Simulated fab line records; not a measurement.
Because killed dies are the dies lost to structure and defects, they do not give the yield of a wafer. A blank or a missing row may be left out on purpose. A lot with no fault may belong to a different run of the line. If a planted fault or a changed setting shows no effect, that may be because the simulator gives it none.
Which tool was responsible? / flow rit_cmos / 13 lots, 39 wafers sampled, at 3 steps of a route of 202

WHAT EACH GAUGE READ, for each wafer
RIT_PSD_OVL_MEAS_06. Usual: PSD_OVL typically reads 0.3 nm, with standard deviation 1.4.
lot=L781; measured=day 3 13:11; on=overlay-01; PSD_OVL (nm)=1.3 -1.6 -1.2; flag=
lot=L783; measured=day 4 00:06; on=overlay-02; PSD_OVL (nm)=- - -; flag=OFF
lot=L787; measured=day 4 17:22; on=overlay-01; PSD_OVL (nm)=0.4 -0.3 0.2; flag=
lot=L789; measured=day 5 07:44; on=overlay-01; PSD_OVL (nm)=2.0 1.6 0.6; flag=
lot=L792; measured=day 5 18:05; on=overlay-01; PSD_OVL (nm)=2.0 1.0 1.7; flag=
lot=L793; measured=day 5 23:19; on=overlay-02; PSD_OVL (nm)=0.3 -0.1 0.4; flag=
lot=L795; measured=day 6 09:10; on=overlay-02; PSD_OVL (nm)=-1.6 1.9 1.1; flag=
lot=L796; measured=day 6 13:26; on=overlay-02; PSD_OVL (nm)=2.3 2.2 2.1; flag=
lot=L797; measured=day 6 19:00; on=overlay-01; PSD_OVL (nm)=4.5 2.0 2.3; flag=
lot=L798; measured=day 7 01:02; on=overlay-02; PSD_OVL (nm)=-1.2 0.8 -0.8; flag=
lot=L799; measured=day 7 04:32; on=overlay-02; PSD_OVL (nm)=0.3 0.8 2.3; flag=
lot=L800; measured=day 7 11:40; on=overlay-02; PSD_OVL (nm)=1.9 -0.3 1.2; flag=
lot=L802; measured=day 8 00:38; on=overlay-01; PSD_OVL (nm)=0.3 -0.3 -0.7; flag=

RIT_PSD_TW_MEAS_10. Usual: PSD_TW typically reads 3452, with standard deviation 21.
lot=L781; measured=day 3 13:43; on=film_metro-03; PSD_TW=3433 3431 3427; flag=
lot=L783; measured=day 4 00:37; on=film_metro-02; PSD_TW=30 30 30; flag=OFF
lot=L787; measured=day 4 17:53; on=film_metro-01; PSD_TW=3466 3484 3478; flag=
lot=L789; measured=day 5 08:14; on=film_metro-02; PSD_TW=3478 3473 3453; flag=
lot=L792; measured=day 5 18:36; on=film_metro-02; PSD_TW=3445 3452 3468; flag=
lot=L793; measured=day 5 23:54; on=film_metro-03; PSD_TW=3458 3442 3418; flag=
lot=L795; measured=day 6 09:41; on=film_metro-02; PSD_TW=3459 3480 3470; flag=
lot=L796; measured=day 6 13:57; on=film_metro-03; PSD_TW=3416 3430 3432; flag=
lot=L797; measured=day 6 19:31; on=film_metro-01; PSD_TW=3450 3439 3446; flag=
lot=L798; measured=day 7 01:32; on=film_metro-02; PSD_TW=3439 3430 3415; flag=
lot=L799; measured=day 7 05:03; on=film_metro-03; PSD_TW=3462 3473 3459; flag=
lot=L800; measured=day 7 12:11; on=film_metro-03; PSD_TW=3461 3441 3462; flag=
lot=L802; measured=day 8 01:09; on=film_metro-03; PSD_TW=3434 3426 3418; flag=

WHAT TOOL EACH LOT RAN ON (gives the tool, then ch and the chambers of the sampled wafers, and finally the start)
lot=L781; RIT_PSD_EXPOSE_03=iline_stepper-02 ch 0, day 3 12:46
lot=L783; RIT_PSD_EXPOSE_03=iline_stepper-02 ch 0, day 3 23:42
lot=L787; RIT_PSD_EXPOSE_03=iline_stepper-02 ch 0, day 4 16:59
lot=L789; RIT_PSD_EXPOSE_03=iline_stepper-02 ch 0, day 5 07:16
lot=L792; RIT_PSD_EXPOSE_03=iline_stepper-02 ch 0, day 5 17:43
lot=L793; RIT_PSD_EXPOSE_03=iline_stepper-02 ch 0, day 5 22:57
lot=L795; RIT_PSD_EXPOSE_03=iline_stepper-02 ch 0, day 6 08:47
lot=L796; RIT_PSD_EXPOSE_03=iline_stepper-02 ch 0, day 6 13:02
lot=L797; RIT_PSD_EXPOSE_03=iline_stepper-01 ch 0, day 6 18:37
lot=L798; RIT_PSD_EXPOSE_03=iline_stepper-02 ch 0, day 7 00:38
lot=L799; RIT_PSD_EXPOSE_03=iline_stepper-02 ch 0, day 7 04:10
lot=L800; RIT_PSD_EXPOSE_03=iline_stepper-01 ch 0, day 7 11:18
lot=L802; RIT_PSD_EXPOSE_03=iline_stepper-02 ch 0, day 8 00:15
- RIT_PSD_EXPOSE_03: exposes mask M10, target cd 40900 nm.

AS READ BY THE TOOLS THEMSELVES (means over the sampled wafers that have a number; for cases with no such wafer, the mark the record gives instead)
The record holds no such reading with a usual standard deviation.

THE ANSWER, worked out from the rows above alone
Rule: lot off if the mean of its wafers having a number is beyond 3 standard deviations from the usual mean. A lot without any number at a reading at which 4 lots or more have one is off too. All remaining lots with rows at the step are treated as sound. Order of review: gauges by route order, followed by the tools' own readings, for which a lot's mean as printed above is used. The first step at which some lot is off is used, and at that step the reading that is off furthest; a lot without a number counts as furthest.
Off: L783, seen at RIT_PSD_OVL_MEAS_06 (PSD_OVL). Without a number there: L783.
A tool fits if, at a process step before that reading, it ran every lot that is off, and no sound lot after the first of them. The gauges at RIT_PSD_OVL_MEAS_06 aren't tried: what is off there is off at RIT_PSD_TW_MEAS_10 too, on other tools, and a gauge's error can't cause that. Of those tried, none fits.

WHAT THE SIMULATOR HAD INSERTED
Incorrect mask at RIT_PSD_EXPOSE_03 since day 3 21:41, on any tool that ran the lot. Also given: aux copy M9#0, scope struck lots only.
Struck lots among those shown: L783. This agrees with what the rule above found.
